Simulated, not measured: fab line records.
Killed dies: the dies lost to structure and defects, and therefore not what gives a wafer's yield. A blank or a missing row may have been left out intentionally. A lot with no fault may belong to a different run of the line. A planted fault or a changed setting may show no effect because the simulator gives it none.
fab line records | flow ritCmos
record: lots: 6 | wafers: 18 | lastDay: 7
route steps=202 shown PSD@150 SDANNEAL@153 NSD@158 PLDD@159 NLDD@160 SILICIDE@161 M1@202
lots with no fault: from the same line, run without faults
startH: hours from the record's opening day to when the first of the lot's shown wafers began | waitH: time in hours since the lot's previous step | " repeats the value in the row above | L1.1+2: several wafers, shown together as one row | - no value present, or no start provided | * or withheld: withheld | < > ~ a bound
route shown NAME@n: names a module that has steps shown in the file, with the first one's number in the route | usual: average and standard deviation across the fault-free wafers | same: alike in all rows | chamber/n: place in a boat | sites: the reading at each site | _std_site: how widely they spread, as a standard deviation | _edge_site: outer sites' mean less inner sites' | radiusMm: for every site, how far away it sits from the centre of the wafer | mask NAME#n: copy n | behind: the most recent tool/chamber to have shaped the wafer | hold: why the lot was held/for how many hours/how that ended | device: whichever transistor did not switch (one of n, p or np) | end of line: the tests these same wafers got at the end of their route | a step given without rows: its recipe and nothing more | killed: dies that structure and defects cost at the first sort, which is not the same as the wafer's yield | map: the dies of a wafer, with x for killed, . for not killed, _ for no die there
set.NAME: the setting as run; set.NAME@STEP: as run at that earlier step | model.NAME: the simulator's own value behind a step, which no gauge read
lots seen at some steps along the route; tables by step, rows by wafer
services: the hour from which a tool's chamber was out of use, counted from the record's first day as startH (under 0 if before that day), plus the number of hours and why
== steps ==
step: RIT_PSD_IMPLANT_08
recipe: species: BF2 | energyKev: 27 | doseCm2: 5e+15 | tiltDeg: 7
step: RIT_PSD_STRIP_09
recipe: chemistry: O2 | timeS: 180 | resist: NOVOLAK | platenTempC: withheld | powerW: 500 | pressureMtorr: 4000 | o2FlowSccm: 4000
usual: drypumpMotorCurrentA: 6.0/0.47
lot.wafer | tool           | chamber | startH | waitH | drypumpMotorCurrentA | rfHoursCounterH
L396.1    | plasmaAsher-01 | 1       | 74.09  | 0.1   | 5.9                  | 44
L396.3    | "              | 0       | "      | "     | 6.3                  | -
L396.5    | "              | 0       | "      | "     | 6.3                  | -
L400.2    | plasmaAsher-01 | 1       | 95.96  | 0.1   | 5.9                  | 46
L400.3    | "              | 1       | "      | "     | 5.9                  | -
L400.4    | "              | 0       | "      | "     | 6.3                  | -
L405.2    | plasmaAsher-03 | 0       | 119.47 | 0.1   | 6.5                  | 0
L405.3    | "              | 1       | "      | "     | 6.3                  | -
L405.6    | "              | 0       | "      | "     | 6.5                  | -
L409.1    | plasmaAsher-02 | 0       | 138.53 | 0.1   | 5.3                  | 52
L409.3    | "              | 0       | "      | "     | 5.3                  | -
L409.4    | "              | 1       | "      | "     | 6.5                  | -
L411.3    | plasmaAsher-02 | 0       | 148.75 | 0.1   | 5.3                  | -
L411.5    | "              | 1       | "      | "     | 6.4                  | -
L411.6    | "              | 0       | "      | "     | 5.3                  | -
L414.3    | plasmaAsher-01 | 0       | 164.98 | 0.1   | 6.3                  | -
L414.5    | "              | 1       | "      | "     | 5.9                  | -
L414.6    | "              | 0       | "      | "     | 6.3                  | -
step: RIT_PSD_TW_MEAS_10
usual: PSD_TW: 3458/37
lot.wafer | tool         | chamber | startH | waitH | PSD_TW
L396.1    | filmMetro-01 | -       | 74.27  | 0.1   | 3499
L396.3    | "            | -       | "      | "     | 3475
L396.5    | "            | -       | "      | "     | 3470
L400.2    | filmMetro-01 | -       | 96.14  | 0.1   | 3483
L400.3    | "            | -       | "      | "     | 3483
L400.4    | "            | -       | "      | "     | 3461
L405.2    | filmMetro-02 | -       | 119.66 | 0.1   | 3438
L405.3    | "            | -       | "      | "     | 3484
L405.6    | "            | -       | "      | "     | 3466
L409.1    | filmMetro-01 | -       | 138.70 | 0.1   | 3488
L409.3    | "            | -       | "      | "     | 3484
L409.4    | "            | -       | "      | "     | 3488
L411.3    | filmMetro-03 | -       | 148.89 | 0.1   | 3382
L411.5    | "            | -       | "      | "     | 3364
L411.6    | "            | -       | "      | "     | 3384
L414.3    | filmMetro-03 | -       | 165.12 | 0.1   | 3388
L414.5    | "            | -       | "      | "     | 3376
L414.6    | "            | -       | "      | "     | 3384
step: RIT_SDANNEAL_CLEAN_00
recipe: chemistry: SC1 | mix: 3:3:50 | timeS: 600 | tempC: 75
step: RIT_SDANNEAL_CLEAN_01
recipe: chemistry: dHF | dilution: 50:1 | timeS: 30
step: RIT_SDANNEAL_CLEAN_02
recipe: chemistry: SC2 | mix: 3:3:50 | timeS: 600 | tempC: 75 | dry: n2Spin
step: RIT_SDANNEAL_RTA_03
recipe: tempC: 1050 | timeS: 5 | idleTempC: 600 | rampUpCPerS: 342 | rampDownCPerS: 171 | coolToC: 600 | ambient: N2
usual: wafer_temp_C_max: 1053.5/1.2
lot.wafer | tool         | chamber | startH | waitH | wafer_temp_C_max
L396.1    | rtpAnneal-02 | 0       | 74.69  | 0.0   | 1053.1
L396.3    | "            | 0       | "      | "     | 1054.2
L396.5    | "            | 0       | "      | "     | 1052.2
L400.2    | rtpAnneal-02 | 0       | 96.59  | 0.0   | 1050.6
L400.3    | "            | 0       | "      | "     | 1052.2
L400.4    | "            | 0       | "      | "     | 1053.1
L405.2    | rtpAnneal-01 | 0       | 120.43 | 0.0   | 1052.6
L405.3    | "            | 0       | "      | "     | 1053.9
L405.6    | "            | 0       | "      | "     | 1052.1
L409.1    | rtpAnneal-01 | 0       | 139.48 | 0.0   | 1052.0
L409.3    | "            | 0       | "      | "     | 1053.9
L409.4    | "            | 0       | "      | "     | 1054.3
L411.3    | rtpAnneal-01 | 0       | 149.50 | 0.0   | 1055.4
L411.5    | "            | 0       | "      | "     | 1052.8
L411.6    | "            | 0       | "      | "     | 1054.8
L414.3    | rtpAnneal-02 | 0       | 165.74 | 0.0   | 1053.3
L414.5    | "            | 0       | "      | "     | 1054.5
L414.6    | "            | 0       | "      | "     | 1052.6
step: RIT_SDANNEAL_RS_MEAS_04
recipe: thkMeasGauge: four-point-probe
usual: PSD_RS: 115.8/0.33
lot.wafer | tool         | chamber | startH | waitH | PSD_RS[ohm/sq]
L396.1    | filmMetro-01 | -       | 74.75  | 0.0   | 116.4
L396.3    | "            | -       | "      | "     | 116.7
L396.5    | "            | -       | "      | "     | 115.9
L400.2    | filmMetro-02 | -       | 96.65  | 0.1   | 115.6
L400.3    | "            | -       | "      | "     | 115.5
L400.4    | "            | -       | "      | "     | 115.8
L405.2    | filmMetro-01 | -       | 120.50 | 0.1   | 115.8
L405.3    | "            | -       | "      | "     | 115.9
L405.6    | "            | -       | "      | "     | 116.0
L409.1    | filmMetro-02 | -       | 139.54 | 0.0   | 115.9
L409.3    | "            | -       | "      | "     | 115.6
L409.4    | "            | -       | "      | "     | 115.7
L411.3    | filmMetro-02 | -       | 149.58 | 0.1   | 115.9
L411.5    | "            | -       | "      | "     | 115.7
L411.6    | "            | -       | "      | "     | 115.7
L414.3    | filmMetro-01 | -       | 165.82 | 0.1   | 116.0
L414.5    | "            | -       | "      | "     | 116.6
L414.6    | "            | -       | "      | "     | 116.1
step: RIT_SDANNEAL_RS_MEAS_05
recipe: thkMeasGauge: four-point-probe
usual: NSD_RS: 84.54/0.28
lot.wafer | tool         | chamber | startH | waitH | NSD_RS[ohm/sq]
L396.1    | filmMetro-01 | -       | 74.87  | 0.1   | 84.60
L396.3    | "            | -       | "      | "     | 84.03
L396.5    | "            | -       | "      | "     | 84.48
L400.2    | filmMetro-02 | -       | 96.77  | 0.1   | 84.75
L400.3    | "            | -       | "      | "     | 84.95
L400.4    | "            | -       | "      | "     | 84.92
L405.2    | filmMetro-01 | -       | 120.62 | 0.1   | 85.00
L405.3    | "            | -       | "      | "     | 84.82
L405.6    | "            | -       | "      | "     | 84.88
L409.1    | filmMetro-02 | -       | 139.66 | 0.1   | 84.64
L409.3    | "            | -       | "      | "     | 84.51
L409.4    | "            | -       | "      | "     | 84.71
L411.3    | filmMetro-02 | -       | 149.70 | 0.1   | 83.93
L411.5    | "            | -       | "      | "     | 84.17
L411.6    | "            | -       | "      | "     | 83.97
L414.3    | filmMetro-01 | -       | 165.94 | 0.1   | 84.23
L414.5    | "            | -       | "      | "     | 84.61
L414.6    | "            | -       | "      | "     | 84.35
step: RIT_SDANNEAL_RS_MEAS_06
recipe: thkMeasGauge: four-point-probe
usual: PLDD_RS: 178.6/0.53
lot.wafer | tool         | chamber | startH | waitH | PLDD_RS[ohm/sq]
L396.1    | filmMetro-01 | -       | 74.99  | 0.1   | 178.7
L396.3    | "            | -       | "      | "     | 180.0
L396.5    | "            | -       | "      | "     | 179.3
L400.2    | filmMetro-02 | -       | 96.89  | 0.1   | 179.6
L400.3    | "            | -       | "      | "     | 179.6
L400.4    | "            | -       | "      | "     | 179.3
L405.2    | filmMetro-01 | -       | 120.74 | 0.1   | 178.3
L405.3    | "            | -       | "      | "     | 178.4
L405.6    | "            | -       | "      | "     | 179.0
L409.1    | filmMetro-02 | -       | 139.78 | 0.1   | 178.2
L409.3    | "            | -       | "      | "     | 178.6
L409.4    | "            | -       | "      | "     | 178.1
L411.3    | filmMetro-02 | -       | 149.82 | 0.1   | 179.1
L411.5    | "            | -       | "      | "     | 178.2
L411.6    | "            | -       | "      | "     | 178.5
L414.3    | filmMetro-01 | -       | 166.06 | 0.1   | 179.3
L414.5    | "            | -       | "      | "     | 179.0
L414.6    | "            | -       | "      | "     | 179.3
step: RIT_SDANNEAL_RS_MEAS_07
recipe: thkMeasGauge: four-point-probe
usual: NLDD_RS: 151.6/0.58
lot.wafer | tool         | chamber | startH | waitH | NLDD_RS[ohm/sq]
L396.1    | filmMetro-01 | -       | 75.11  | 0.1   | 151.8
L396.3    | "            | -       | "      | "     | 152.2
L396.5    | "            | -       | "      | "     | 151.2
L400.2    | filmMetro-02 | -       | 97.01  | 0.1   | 151.8
L400.3    | "            | -       | "      | "     | 151.9
L400.4    | "            | -       | "      | "     | 151.9
L405.2    | filmMetro-01 | -       | 120.86 | 0.1   | 151.7
L405.3    | "            | -       | "      | "     | 151.9
L405.6    | "            | -       | "      | "     | 151.9
L409.1    | filmMetro-02 | -       | 139.90 | 0.1   | 150.3
L409.3    | "            | -       | "      | "     | 150.7
L409.4    | "            | -       | "      | "     | 150.5
L411.3    | filmMetro-02 | -       | 149.94 | 0.1   | 152.2
L411.5    | "            | -       | "      | "     | 151.7
L411.6    | "            | -       | "      | "     | 151.3
L414.3    | filmMetro-01 | -       | 166.18 | 0.1   | 151.7
L414.5    | "            | -       | "      | "     | 151.6
L414.6    | "            | -       | "      | "     | 152.3
step: RIT_SILICIDE_WET_ETCH_00
recipe: chemistry: BOE | target: SiO2 | targetDepthNm: 14 | timeS: 15 | dry: n2Spin | dilution: 10:1 | tempC: 21.5
step: RIT_SILICIDE_SPUTTER_01
recipe: material: Ti | targetThkNm: 30 | powerW: 350 | chamberPressurePa: 0.667 | gas: Ar | timeS: 240 | substrateTempC: 25
usual: throttleValvePct: 30.1/0.83
lot.wafer | tool          | chamber | startH | waitH | throttleValvePct | model.Ti_of_SILICIDE_SPUTTER_01.thkNm
L396.1    | pvdSputter-01 | -       | 75.24  | 0.0   | 30.9             | 30.1
L396.3    | "             | -       | "      | "     | 30.4             | 29.9
L396.5    | "             | -       | "      | "     | 28.8             | 29.78
L400.2    | pvdSputter-01 | -       | 97.13  | 0.0   | 30.8             | 30.1
L400.3    | "             | -       | "      | "     | 28.4             | 30.06
L400.4    | "             | -       | "      | "     | 30.2             | 29.79
L405.2    | pvdSputter-03 | -       | 120.97 | 0.0   | 30.9             | 30.04
L405.3    | "             | -       | "      | "     | 29.4             | 29.86
L405.6    | "             | -       | "      | "     | 31.0             | 29.8
L409.1    | pvdSputter-03 | -       | 140.04 | 0.0   | 31.0             | 20.3
L409.3    | "             | -       | "      | "     | 31.0             | 20.23
L409.4    | "             | -       | "      | "     | 29.3             | 20.38
L411.3    | pvdSputter-03 | -       | 150.03 | 0.0   | 29.2             | 19.97
L411.5    | "             | -       | "      | "     | 29.3             | 19.99
L411.6    | "             | -       | "      | "     | 29.9             | 19.87
L414.3    | pvdSputter-01 | -       | 166.27 | 0.0   | 28.6             | 30.26
L414.5    | "             | -       | "      | "     | 30.5             | 30.27
L414.6    | "             | -       | "      | "     | 30.2             | 29.66
step: RIT_SILICIDE_RS_MEAS_02
recipe: thkMeasGauge: four-point-probe | reads: Ti_of_SILICIDE_SPUTTER_01
usual: SILICIDE_TI_RS: 47.8/0.75
lot.wafer | tool         | chamber | startH | waitH | SILICIDE_TI_RS[ohm/sq]
L396.1    | filmMetro-04 | -       | 75.39  | 0.1   | 47.7
L396.3    | "            | -       | "      | "     | 48.0
L396.5    | "            | -       | "      | "     | 48.3
L400.2    | filmMetro-02 | -       | 97.30  | 0.1   | 47.6
L400.3    | "            | -       | "      | "     | 47.7
L400.4    | "            | -       | "      | "     | 48.2
L405.2    | filmMetro-04 | -       | 121.14 | 0.1   | 47.9
L405.3    | "            | -       | "      | "     | 48.2
L405.6    | "            | -       | "      | "     | 48.3
L409.1    | filmMetro-04 | -       | 140.19 | 0.1   | 78.5
L409.3    | "            | -       | "      | "     | 78.9
L409.4    | "            | -       | "      | "     | 78.2
L411.3    | filmMetro-04 | -       | 150.22 | 0.1   | 80.0
L411.5    | "            | -       | "      | "     | 80.2
L411.6    | "            | -       | "      | "     | 80.5
L414.3    | filmMetro-02 | -       | 166.46 | 0.1   | 47.4
L414.5    | "            | -       | "      | "     | 47.2
L414.6    | "            | -       | "      | "     | 48.4
step: RIT_SILICIDE_THK_MEAS_03
recipe: thkMeasGauge: xrf | reads: Ti_of_SILICIDE_SPUTTER_01
usual: SILICIDE_TI_THK: 30.0/0.45
lot.wafer | tool         | chamber | startH | waitH | SILICIDE_TI_THK[nm]
L396.1    | filmMetro-04 | -       | 75.51  | 0.1   | 29.9
L396.3    | "            | -       | "      | "     | 29.8
L396.5    | "            | -       | "      | "     | 29.7
L400.2    | filmMetro-02 | -       | 97.41  | 0.1   | 30.2
L400.3    | "            | -       | "      | "     | 30.1
L400.4    | "            | -       | "      | "     | 29.9
L405.2    | filmMetro-04 | -       | 121.25 | 0.1   | 29.8
L405.3    | "            | -       | "      | "     | 29.8
L405.6    | "            | -       | "      | "     | 29.6
L409.1    | filmMetro-04 | -       | 140.31 | 0.1   | 20.3
L409.3    | "            | -       | "      | "     | 20.2
L409.4    | "            | -       | "      | "     | 20.3
L411.3    | filmMetro-04 | -       | 150.32 | 0.1   | 19.9
L411.5    | "            | -       | "      | "     | 19.9
L411.6    | "            | -       | "      | "     | 19.8
L414.3    | filmMetro-02 | -       | 166.56 | 0.1   | 30.3
L414.5    | "            | -       | "      | "     | 30.3
L414.6    | "            | -       | "      | "     | 29.9
step: RIT_SILICIDE_RTA_04
recipe: tempC: 650 | timeS: 10 | idleTempC: 25 | rampUpS: 5 | rampDownS: 5 | coolToC: 25 | ambient: N2
usual: wafer_temp_C_max: 654.1/1.4
lot.wafer | tool         | chamber | startH | waitH | wafer_temp_C_max
L396.1    | rtpAnneal-01 | 0       | 75.57  | 0.1   | 652.3
L396.3    | "            | 0       | "      | "     | 653.4
L396.5    | "            | 0       | "      | "     | 652.0
L400.2    | rtpAnneal-01 | 0       | 97.47  | 0.1   | 653.3
L400.3    | "            | 0       | "      | "     | 652.9
L400.4    | "            | 0       | "      | "     | 652.2
L405.2    | rtpAnneal-02 | 0       | 121.31 | 0.1   | 655.1
L405.3    | "            | 0       | "      | "     | 654.9
L405.6    | "            | 0       | "      | "     | 655.5
L409.1    | rtpAnneal-02 | 0       | 140.37 | 0.1   | 655.3
L409.3    | "            | 0       | "      | "     | 657.1
L409.4    | "            | 0       | "      | "     | 655.7
L411.3    | rtpAnneal-02 | 0       | 150.38 | 0.1   | 654.0
L411.5    | "            | 0       | "      | "     | 654.4
L411.6    | "            | 0       | "      | "     | 655.5
L414.3    | rtpAnneal-01 | 0       | 166.62 | 0.1   | 653.0
L414.5    | "            | 0       | "      | "     | 651.9
L414.6    | "            | 0       | "      | "     | 652.6
step: RIT_M1_PROBE_99
usual: killed_at_M0_to_M3: 0.0/0.23 | killedAtContacts: 0.1/0.34 | killedAtFrontEnd: 6.9/2.8 | killedDies: 7.1/2.8 | killedOpen: 3.4/1.9 | killedShort: 3.6/1.7
same: grossDies: 264 | killed_at_M4_up: 0 | killedAtBackSide: 0 | killedAtOther: 0
lot.wafer | tool      | chamber | startH | waitH | killed_at_M0_to_M3 | killedAtContacts | killedAtFrontEnd | killedDies | killedOpen | killedShort | model.etest.npolyLine.lineOhmUm | model.etest.ppolyLine.lineOhmUm | model.etest.contactNplus.endOhmUm | model.etest.contactPplus.endOhmUm | model.etest.ppolyLine.widthNm | model.etest.npolyLine.widthNm | model.etest.npolyLine.rsOhmSq | model.etest.ppolyLine.rsOhmSq
L396.1    | prober-01 | -       | 82.11  | 0.1   | 0                  | 0                | 5                | 5          | 2          | 3           | 171.4                           | 163.4                           | 41.75                             | 44.75                             | 99.94                         | 99.63                         | 17.04                         | 16.39
L396.3    | prober-01 | -       | 82.21  | 0.2   | 0                  | 0                | 5                | 5          | 3          | 2           | 164.1                           | 160.4                           | 40.35                             | 42.92                             | 103                           | 101.6                         | 16.91                         | 16.41
L396.5    | prober-01 | -       | 82.31  | 0.2   | 0                  | 0                | 10               | 10         | 5          | 5           | 165.8                           | 159.7                           | 40.88                             | 44.02                             | 103.3                         | 103.1                         | 17.07                         | 16.59
L400.2    | prober-01 | -       | 104.30 | 0.1   | 1                  | 0                | 11               | 12         | 7          | 5           | 170.6                           | 163.8                           | 41.91                             | 44.58                             | 100.3                         | 100.6                         | 16.93                         | 16.5
L400.3    | prober-01 | -       | 104.35 | 0.2   | 0                  | 1                | 6                | 7          | 3          | 4           | 175                             | 169.5                           | 41.55                             | 43.67                             | 98.25                         | 97.53                         | 17.12                         | 16.56
L400.4    | prober-01 | -       | 104.40 | 0.2   | 0                  | 0                | 4                | 4          | 2          | 2           | 171.1                           | 166                             | 41.68                             | 44.45                             | 99.89                         | 98.91                         | 17.14                         | 16.7
L405.2    | prober-02 | -       | 128.53 | 0.1   | 0                  | 0                | 3                | 3          | 0          | 2           | 165.4                           | 158.4                           | 41.3                              | 44.47                             | 103.3                         | 101.8                         | 16.89                         | 16.37
L405.3    | prober-02 | -       | 128.58 | 0.2   | 0                  | 0                | 8                | 8          | 4          | 4           | 162.7                           | 159.2                           | 42.42                             | 43.13                             | 104.7                         | 103.9                         | 17.11                         | 16.66
L405.6    | prober-02 | -       | 128.73 | 0.2   | 0                  | 0                | 7                | 7          | 1          | 6           | 167.8                           | 159.4                           | 40.81                             | 43.21                             | 103.6                         | 102.6                         | 17.04                         | 16.48
L409.1    | prober-02 | -       | 147.65 | 0.1   | 0                  | 0                | 5                | 5          | 3          | 2           | 230.5                           | 220.6                           | 34.04                             | 33.98                             | 103.5                         | 103.1                         | 23.65                         | 22.7
L409.3    | prober-02 | -       | 147.75 | 0.2   | 0                  | 0                | 4                | 4          | 1          | 3           | 227.1                           | 215                             | 33.1                              | 34.88                             | 105.5                         | 103.9                         | 23.81                         | 22.86
L409.4    | prober-02 | -       | 147.80 | 0.2   | 0                  | 1                | 3                | 4          | 2          | 2           | 231.2                           | 215.6                           | 34.19                             | 35                                | 103.7                         | 102.9                         | 23.61                         | 22.61
L411.3    | prober-01 | -       | 157.01 | 0.2   | 0                  | 0                | 10               | 10         | 5          | 5           | 219                             | 205.2                           | 33.12                             | 36.25                             | 111                           | 110                           | 23.96                         | 22.85
L411.5    | prober-01 | -       | 157.11 | 0.2   | 0                  | 0                | 10               | 10         | 4          | 6           | 218.8                           | 207.7                           | 32.83                             | 35.07                             | 110.2                         | 109.5                         | 23.78                         | 22.93
L411.6    | prober-01 | -       | 157.16 | 0.2   | 0                  | 0                | 6                | 6          | 5          | 1           | 219.6                           | 207                             | 32.17                             | 35.47                             | 109.7                         | 109.2                         | 23.86                         | 22.61
L414.3    | prober-02 | -       | 173.38 | 0.2   | 0                  | 0                | 10               | 10         | 5          | 5           | 170.7                           | 165                             | 42.36                             | 46.01                             | 99.87                         | 98.83                         | 16.87                         | 16.35
L414.5    | prober-02 | -       | 173.48 | 0.2   | 0                  | 1                | 9                | 10         | 5          | 5           | 171.8                           | 164.5                           | 41.02                             | 44.56                             | 99.01                         | 97.56                         | 16.88                         | 16.36
L414.6    | prober-02 | -       | 173.53 | 0.2   | 0                  | 0                | 9                | 9          | 6          | 3           | 178.3                           | 170.1                           | 40.44                             | 43.06                             | 97.76                         | 96.68                         | 17.08                         | 16.66
killed by level:class
L396.1 GATE:geometricParticle:short=2 FOX2:geometricParticle:short=1 GATE:geometricParticle:open=1 SILICIDE:geometricParticle:open=1
L396.3 REOX:geometricParticle:short=2 GATE:geometricParticle:open=1 REOX:geometricParticle:open=1 SPACER:geometricParticle:open=1
L396.5 GATE:geometricParticle:open=2 GATE:geometricParticle:short=2 REOX:geometricParticle:short=2 FOX1:geometricParticle:open=1 REOX:geometricParticle:open=1 SPACER:geometricParticle:open=1 SILICIDE:geometricParticle:short=1
L400.2 FOX2:geometricParticle:open=2 FOX2:geometricParticle:short=2 GATE:geometricParticle:open=2 SPACER:geometricParticle:open=2 SILICIDE:geometricParticle:short=2 SILICIDE:geometricParticle:open=1 M1:geometricParticle:short=1
L400.3 FOX2:geometricParticle:open=1 GATE:geometricParticle:open=1 REOX:geometricParticle:short=1 SPACER:geometricParticle:short=1 SILICIDE:geometricParticle:open=1 SILICIDE:geometricParticle:short=1 CONTACT:geometricParticle:short=1
L400.4 REOX:geometricParticle:open=1 REOX:geometricParticle:short=1 SPACER:geometricParticle:open=1 SPACER:geometricParticle:short=1
L405.2 SILICIDE:geometricParticle:short=2 GATE:coatMicrobubblePrinted=1
L405.3 GATE:geometricParticle:short=3 SPACER:geometricParticle:open=2 FOX1:geometricParticle:open=1 GATE:geometricParticle:open=1 SILICIDE:geometricParticle:short=1
L405.6 GATE:geometricParticle:short=3 FOX1:geometricParticle:short=1 FOX2:geometricParticle:short=1 SILICIDE:geometricParticle:open=1 SILICIDE:geometricParticle:short=1
L409.1 FOX1:geometricParticle:short=2 SPACER:geometricParticle:open=2 GATE:geometricParticle:open=1
L409.3 FOX1:geometricParticle:short=1 GATE:geometricParticle:short=1 GATE:geometricParticle:open=1 SILICIDE:geometricParticle:short=1
L409.4 FOX2:geometricParticle:open=1 GATE:geometricParticle:open=1 SILICIDE:geometricParticle:short=1 CONTACT:geometricParticle:short=1
L411.3 GATE:geometricParticle:open=4 GATE:geometricParticle:short=3 REOX:geometricParticle:short=1 SPACER:geometricParticle:open=1 SILICIDE:geometricParticle:short=1
L411.5 GATE:geometricParticle:short=4 GATE:geometricParticle:open=2 FOX2:geometricParticle:open=1 SPACER:geometricParticle:open=1 SPACER:geometricParticle:short=1 SILICIDE:geometricParticle:short=1
L411.6 REOX:geometricParticle:open=3 FOX2:geometricParticle:open=1 GATE:geometricParticle:open=1 SILICIDE:geometricParticle:short=1
L414.3 GATE:geometricParticle:short=3 GATE:geometricParticle:open=2 SILICIDE:geometricParticle:open=2 FOX1:geometricParticle:short=1 SPACER:geometricParticle:open=1 SILICIDE:geometricParticle:short=1
L414.5 GATE:geometricParticle:open=4 FOX2:geometricParticle:short=2 GATE:geometricParticle:short=1 SPACER:geometricParticle:short=1 SILICIDE:geometricParticle:open=1 CONTACT:geometricParticle:short=1
L414.6 GATE:geometricParticle:open=4 GATE:geometricParticle:short=2 REOX:geometricParticle:open=1 SILICIDE:geometricParticle:open=1 SILICIDE:geometricParticle:short=1
== services ==
tool           | chamber | startH | hours | kind
plasmaAsher-03 | -       | 57.75  | 28.1  | pm
pvdSputter-03  | -       | 69.20  | 2.3   | repair
plasmaAsher-03 | -       | 105.49 | 1.6   | repair
plasmaAsher-03 | -       | 108.75 | 9.0   | pm
plasmaAsher-03 | 0       | 108.75 | 9.0   | ventCycle
plasmaAsher-03 | 1       | 108.75 | 9.0   | ventCycle
plasmaAsher-01 | -       | 111.83 | 4.1   | repair
plasmaAsher-03 | 0       | 117.75 | -     | clean
plasmaAsher-03 | 1       | 117.75 | -     | clean
rtpAnneal-02   | -       | 160.64 | 4.9   | pm
== key ==
firstSign: step: RIT_SILICIDE_RS_MEAS_02 | reading: SILICIDE_TI_RS | direction: up | sigmas: 42 | usual: 47.8 | struck: 79.4
effect: step: RIT_SILICIDE_THK_MEAS_03 | reading: SILICIDE_TI_THK | direction: down | sigmas: 22 | usual: 30.0 | struck: 20.1
modelEffect: step: RIT_SILICIDE_SPUTTER_01 | value: Ti_of_SILICIDE_SPUTTER_01.thkNm | without: 30.2 | struck: 20.12
modelEffect: step: RIT_M1_PROBE_99 | value: etest.npolyLine.lineOhmUm | without: 173.6 | struck: 224.4
metAt RIT_SILICIDE_SPUTTER_01
struckWafers L409.1,L409.3,L409.4,L411.3,L411.5,L411.6
testerLeftOut L409,L411
onsetBetween 120.97 140.04
alsoFits RIT_PSD_STRIP_09:plasmaAsher-02,RIT_SDANNEAL_RTA_03:rtpAnneal-01
fault: kind: processParameterDrift | tool: pvdSputter-03 | chamber: - | onsetH: 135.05 | steps: RIT_SILICIDE_SPUTTER_01 | channel: targetThkNm | offset: -10.076 | shape: step | endH: 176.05 | actsIn: theseRecipesOnly | stated: 30
testerLeftOut: of these lots the tester's yield and bins aren't shown, on N5 and GAA mostly nor the transistor test; their killed dies are dies lost to structure and defects alone, not to doping, threshold or leakage, so they don't give the yield
